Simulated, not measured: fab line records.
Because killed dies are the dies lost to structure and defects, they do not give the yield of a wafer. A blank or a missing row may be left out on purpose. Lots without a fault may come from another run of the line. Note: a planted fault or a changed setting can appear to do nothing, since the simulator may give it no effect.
Comparing a struck lot with a sound one -- flow rit_cmos -- 15 out of 202 route steps
Sound: the wafers L888.2, L888.3, L888.5. Struck: wafers L896.1, L896.3. (L896.2 of the same lot was not struck and is left out.) The cause comes at the end.
For every step that has rows: the tool of each side, followed by ch and its chambers, followed by its first start. Under that, the readings that differ: sound wafers -- struck wafers -- difference of the means -- sigmas: that difference in standard deviations of wafers without a fault.
alike: readings whose means differ by less than 2 such deviations, and words and numbers that are the same on both sides. not compared: withheld readings, readings that some wafer has no value for, bounds like >300 that may hide the same value, and numbers for which the record gives no deviation and whose values overlap.
The two part at a step that has a row with sigmas, a row that says differs or no value, or rows on one side only. Numbers that have no deviation but don't overlap get no sigmas and don't part them. A reading missing from all wafers of one side parts the sides only when that side holds two or more wafers.

RIT_M1_SPUTTER_00: material Al, target thk 400 nm, time 500 s.
  sound on pvd_sputter-04, day 4 16:08; struck on pvd_sputter-02, day 6 07:43
  alike: throttle_valve_pct
RIT_M1_RS_MEAS_01: measurement is done with a four-point probe.
  sound on film_metro-02, day 4 16:27; struck on film_metro-04, day 6 08:01
  alike: M1_AL_RS
RIT_M1_THK_MEAS_02: measures by xrf.
  sound on film_metro-02, day 4 16:34; struck on film_metro-04, day 6 08:08
  alike: M1_AL_THK
then, 6 steps without rows for these wafers: RIT_M1_HMDS_03 (prime time 60 s); RIT_M1_COAT_04 (resist thk 1300 nm); RIT_M1_SOFTBAKE_05 (time 60 s); RIT_M1_EXPOSE_06 (exposes mask M12, target cd 2600 nm); RIT_M1_PEB_07; RIT_M1_DEVELOP_08 (develop time 68 s).
RIT_M1_CD_MEAS_09: the cd target is 2600 nm.
  sound on cd_sem-01, day 4 17:38; struck on cd_sem-01, day 6 09:12
  alike: cd_nm
RIT_M1_OVL_MEAS_10:
  sound on overlay-01, day 4 17:44; struck on overlay-02, day 6 09:19
  alike: M1_OVL
then, 1 step without rows for these wafers: RIT_M1_HARDBAKE_11 (time 120 s).
RIT_M1_METAL_ETCH_12: etches Al in Cl2/BCl3, stops on SiO2, time 165 s, target depth 600 nm.
  sound on rie_metal-03 ch 0,1, day 4 18:01; struck on rie_metal-02 ch 0, day 6 09:37
reading,sound,struck,difference,sigmas
drypump_motor_current_A (A),5.64 5.65 5.35,6.10 6.10,+0.55,+2
model.NOVOLAK_of_M1_COAT_04.thk_nm (nm),812.9 808.6 804.7,771.2 778,-34.1,
  alike: oes_product_au, throttle_valve_pct
  not compared: rf_hours_counter_h
then, 1 step without rows for these wafers: RIT_M1_STRIP_13 (strips in nmp, time 600 s).
RIT_M1_PROBE_99:
  rows exist in the record for the struck wafers here (prober-02, day 6 12:01), but not for the sound ones

## WHERE THEY PART
Earliest at RIT_M1_METAL_ETCH_12; latest, in this record, at RIT_M1_PROBE_99.

WHY: what had been put in by the simulator
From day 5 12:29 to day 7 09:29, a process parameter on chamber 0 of rie_metal-02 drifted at RIT_M1_METAL_ETCH_12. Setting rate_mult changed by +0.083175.
